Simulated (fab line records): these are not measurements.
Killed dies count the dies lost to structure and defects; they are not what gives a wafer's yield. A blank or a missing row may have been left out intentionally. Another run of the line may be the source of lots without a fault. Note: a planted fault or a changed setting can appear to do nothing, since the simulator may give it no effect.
fab line records -- flow berkeley_cmos170
[record] lots = 15, wafers = 45, last_day = 12
route steps=331 shown START@3
lots that met no fault: from a run of the same line without faults
start_h: start of the lot's first displayed wafer, in hours after the record's first day -- wait_h: hours elapsed since this lot's preceding step -- " as in the row above -- L1.1+2: one row covering several wafers at once -- - no value present, or no start provided -- * or withheld: withheld -- < > ~ a bound
route shown NAME@n: a module of which the file shows steps, and the number in the route of the first -- usual: mean/standard deviation taken from wafers without a fault -- same: alike in all rows -- chamber/n: place in a boat -- sites: the reading at each site -- _std_site: how widely they spread, as a standard deviation -- _edge_site: outer sites' mean less inner sites' -- radius_mm: how far each site lies from the wafer's centre -- mask NAME#n: copy n -- behind: tool/chamber where the wafer was last shaped -- hold: why the lot went on hold/how many hours it stayed there/how the hold came to an end -- device: the n, p or np transistor that did not switch -- end of line: the route-end tests of the same wafers -- step lacking rows: just its recipe -- killed: not the wafer's yield, but the dies lost to structure and defects at the first sort -- map: per-die view of a wafer (x killed, . not killed, _ where there is no die)
set.NAME: the setting as run; set.NAME@STEP: as run at that earlier step -- model.NAME: the simulator's own value behind a step, which no gauge read
one table for each step of the route and one row for each wafer, over a sample of lots
services: from which hour (start_h, from the record's first day; less than 0 if before it) a tool's chamber was out of use, for how many hours, and why
[[steps]]
[step UCB170_START_OXIDATION_02]
[recipe] temp_c = 950, ambient = O2, target_thk_a = 200, ox_time_s = 1800
[usual] ox_temp_c = 950.0/0.42, ox_temp_c_max = 954.8/1.2, spike_tc_load_C = 974.5/1.3
lot.wafer,tool,chamber,start_h,wait_h,ox_temp_c,ox_temp_c_max,spike_tc_load_C
L856.2,furnace-01,0,15.64,5.3,949.8,955.3,975.6
L856.5,furnace-01,0,15.64,5.3,949.2,954.4,976.7
L856.6,furnace-01,0,15.64,5.3,949.1,954.0,974.4
L857.1,furnace-03,0,18.48,2.0,949.8,953.8,972.9
L857.2,furnace-03,0,18.48,2.0,949.3,953.9,974.0
L857.6,furnace-03,0,18.48,2.0,949.7,954.2,973.9
L860.1,furnace-01,0,33.43,3.3,951.0,956.1,977.3
L860.2,furnace-01,0,33.43,3.3,950.0,958.1,977.2
L860.4,furnace-01,0,33.43,3.3,950.3,956.8,974.9
L861.2,furnace-01,0,37.93,2.8,949.9,956.0,974.4
L861.4,furnace-01,0,37.93,2.8,949.4,956.1,975.9
L861.6,furnace-01,0,37.93,2.8,949.8,956.2,975.9
L863.1,furnace-03,0,46.08,0.9,949.9,954.2,972.0
L863.3,furnace-03,0,46.08,0.9,948.8,952.4,974.6
L863.5,furnace-03,0,46.08,0.9,950.2,954.7,972.3
L866.1,furnace-04,0,63.08,2.9,950.0,954.9,976.7
L866.3,furnace-04,0,63.08,2.9,950.0,954.0,975.4
L866.6,furnace-04,0,63.08,2.9,950.3,955.8,973.5
L868.1,furnace-01,-,71.54,1.4,-,-,-
L868.3,furnace-01,-,71.54,1.4,-,-,-
L868.6,furnace-01,-,71.54,1.4,-,-,-
L869.4,furnace-01,-,77.30,2.0,-,-,-
L869.5,furnace-01,-,77.30,2.0,-,-,-
L869.6,furnace-01,-,77.30,2.0,-,-,-
L870.3,furnace-01,-,81.40,1.3,-,-,-
L870.4,furnace-01,-,81.40,1.3,-,-,-
L870.6,furnace-01,-,81.40,1.3,-,-,-
L871.2,furnace-01,0,85.70,0.6,950.3,956.2,974.2
L871.3,furnace-01,0,85.70,0.6,950.4,956.9,975.5
L871.6,furnace-01,0,85.70,0.6,949.9,955.7,975.8
L875.2,furnace-04,0,111.49,6.3,950.1,954.8,973.1
L875.3,furnace-04,0,111.49,6.3,950.2,953.2,973.7
L875.5,furnace-04,0,111.49,6.3,950.0,954.7,972.5
L876.2,furnace-04,0,111.49,1.1,949.5,954.3,973.6
L876.4,furnace-04,0,111.49,1.1,950.0,952.9,974.7
L876.5,furnace-04,0,111.49,1.1,949.9,952.4,973.8
L877.2,furnace-01,0,117.33,2.2,950.1,956.3,975.0
L877.3,furnace-01,0,117.33,2.2,950.4,954.9,976.2
L877.6,furnace-01,0,117.33,2.2,950.1,954.8,975.6
L878.1,furnace-04,0,120.92,0.5,951.0,955.6,974.9
L878.2,furnace-04,0,120.92,0.5,950.3,954.3,974.9
L878.3,furnace-04,0,120.92,0.5,950.9,954.3,974.5
L879.3,furnace-03,0,127.91,2.7,950.5,955.6,974.3
L879.5,furnace-03,0,127.91,2.7,949.9,955.3,973.7
L879.6,furnace-03,0,127.91,2.7,950.0,953.8,973.8
[[services]]
tool,chamber,start_h,hours,kind
furnace-01,-,6.85,3.2,pm
furnace-04,-,54.17,1.2,pm
furnace-01,-,60.44,4.2,pm
furnace-04,-,88.70,3.9,pm
furnace-04,-,92.59,17.4,pm
furnace-03,-,107.23,3.4,pm
[[key]]
[first_sign] step = UCB170_START_OXIDATION_02, reading = tool_record, direction = missing
effect none on later readings
met_at UCB170_START_OXIDATION_02
struck_lots L868,L869,L870
later_rows_left_out L868.1,L868.3,L868.6,L869.4,L869.5,L869.6,L870.3,L870.4,L870.6
sort_left_out L868.1,L868.3,L868.6,L869.4,L869.5,L869.6,L870.3,L870.4,L870.6
tester_left_out L868,L869,L870
onset_between 37.93 71.54
[fault] kind = skipped_step_whole, tool = furnace-01, chamber = -, onset_h = 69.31, steps = UCB170_START_OXIDATION_02, scope = struck_lots_only
// tester_left_out: of these lots the tester's yield and bins aren't shown, on N5 and GAA mostly nor the transistor test; their killed dies are dies lost to structure and defects alone, not to doping, threshold or leakage, so they don't give the yield
// sort_left_out: the simulated sort isn't trusted on such a fault, so these wafers' sort isn't shown, and their yield isn't known
// later_rows_left_out: the simulator's readings of these wafers behind a module that went badly wrong aren't trusted and aren't shown, but for the sort
